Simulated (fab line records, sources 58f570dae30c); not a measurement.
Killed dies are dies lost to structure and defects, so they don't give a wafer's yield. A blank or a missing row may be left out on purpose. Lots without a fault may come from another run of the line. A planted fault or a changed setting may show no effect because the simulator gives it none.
Which tool did it? | flow berkeley_cmos170 | 15 lots, 45 wafers sampled, at 2 steps of a route of 331

WHAT THE GAUGES READ, wafer by wafer
UCB170_WELLDRIVE_THK_MEAS_02.
lot  | measured    | on            | WELLDRIVE_OXIDE_THK (nm)
L629 | day 3 15:33 | film_metro-03 | 196.7 201.2 196.9
L630 | day 4 02:09 | film_metro-02 | 197.4 203.2 200.5
L631 | day 4 05:41 | film_metro-02 | 199.9 203.3 203.9
L634 | day 4 10:24 | film_metro-02 | 198.6 201.2 201.0
L633 | day 4 10:26 | film_metro-01 | 199.4 199.7 200.1
L635 | day 5 05:41 | film_metro-03 | 197.6 197.0 195.4
L637 | day 5 05:45 | film_metro-03 | 199.8 199.1 198.9
L636 | day 5 05:49 | film_metro-03 | 205.2 206.4 205.7
L638 | day 5 12:19 | film_metro-02 | 196.0 196.4 195.8
L640 | day 6 05:49 | film_metro-01 | 209.5 206.4 210.7
L641 | day 6 05:52 | film_metro-01 | 205.0 205.1 203.2
L644 | day 7 01:57 | film_metro-01 | 200.2 199.3 196.8
L645 | day 7 09:43 | film_metro-03 | 203.6 201.5 202.0
L648 | day 8 02:09 | film_metro-03 | 197.8 196.3 197.2
L651 | day 8 14:05 | film_metro-01 | 197.3 203.4 198.5

UCB170_ACTIVE_THK_MEAS_03.
lot  | measured    | on            | ACTIVE_OXIDE_THK (nm)
L629 | day 4 01:07 | film_metro-01 | 26.7 26.6 26.6
L630 | day 4 11:03 | film_metro-03 | 27.0 26.4 26.9
L631 | day 4 15:01 | film_metro-03 | 26.9 27.3 26.9
L634 | day 4 19:11 | film_metro-04 | 26.5 26.6 26.5
L633 | day 4 19:13 | film_metro-03 | 26.4 26.3 26.3
L635 | day 5 13:43 | film_metro-01 | 26.1 26.4 26.3
L637 | day 5 13:50 | film_metro-01 | 27.1 26.7 26.9
L636 | day 5 13:47 | film_metro-01 | 26.4 26.5 26.6
L638 | day 6 08:13 | film_metro-04 | 25.9 26.0 25.8
L640 | day 6 15:13 | film_metro-03 | 26.5 26.2 25.9
L641 | day 6 15:13 | film_metro-04 | 26.4 26.5 25.9
L644 | day 7 09:17 | film_metro-01 | 26.6 26.7 26.9
L645 | day 7 17:44 | film_metro-04 | 25.7 26.1 25.6
L648 | day 8 07:14 | film_metro-03 | 25.9 26.2 25.9
L651 | day 8 19:51 | film_metro-01 | 26.0 25.5 25.9

WHICH TOOL RAN EACH LOT (tool, then ch and the chambers of the sampled wafers, then the start)
The record holds no process step before these readings.

WHAT THE TOOLS THEMSELVES READ (means of the sampled wafers that have a number; where no wafer has one, the mark that the record gives instead)
The record holds no such reading with a usual standard deviation.

THE ANSWER, worked out from the rows above alone
Rule: what is usual is taken from the lots themselves. Put in order of their means at a reading, lots are off if they are a third of the lots or fewer, leave a main group of 4 or more, and stand apart from it by a gap of 3 or more times the standard deviation of the main group's means; of several such gaps the widest counts. A main group whose means are all the same, to the digits that the tables above print for the reading, isn't used. A lot without any number at a reading at which 4 lots or more have one is off too. The other lots that the step has rows for count as sound. The gauges are gone through in route order, then the tools' own readings, and for those a lot's mean is taken as printed above. The first step at which some lot is off is used, and at that step the reading that is off furthest; a lot without a number counts as furthest.
No lot is off at any reading shown: from this, nothing can be told.

WHAT THE SIMULATOR HAD PUT IN
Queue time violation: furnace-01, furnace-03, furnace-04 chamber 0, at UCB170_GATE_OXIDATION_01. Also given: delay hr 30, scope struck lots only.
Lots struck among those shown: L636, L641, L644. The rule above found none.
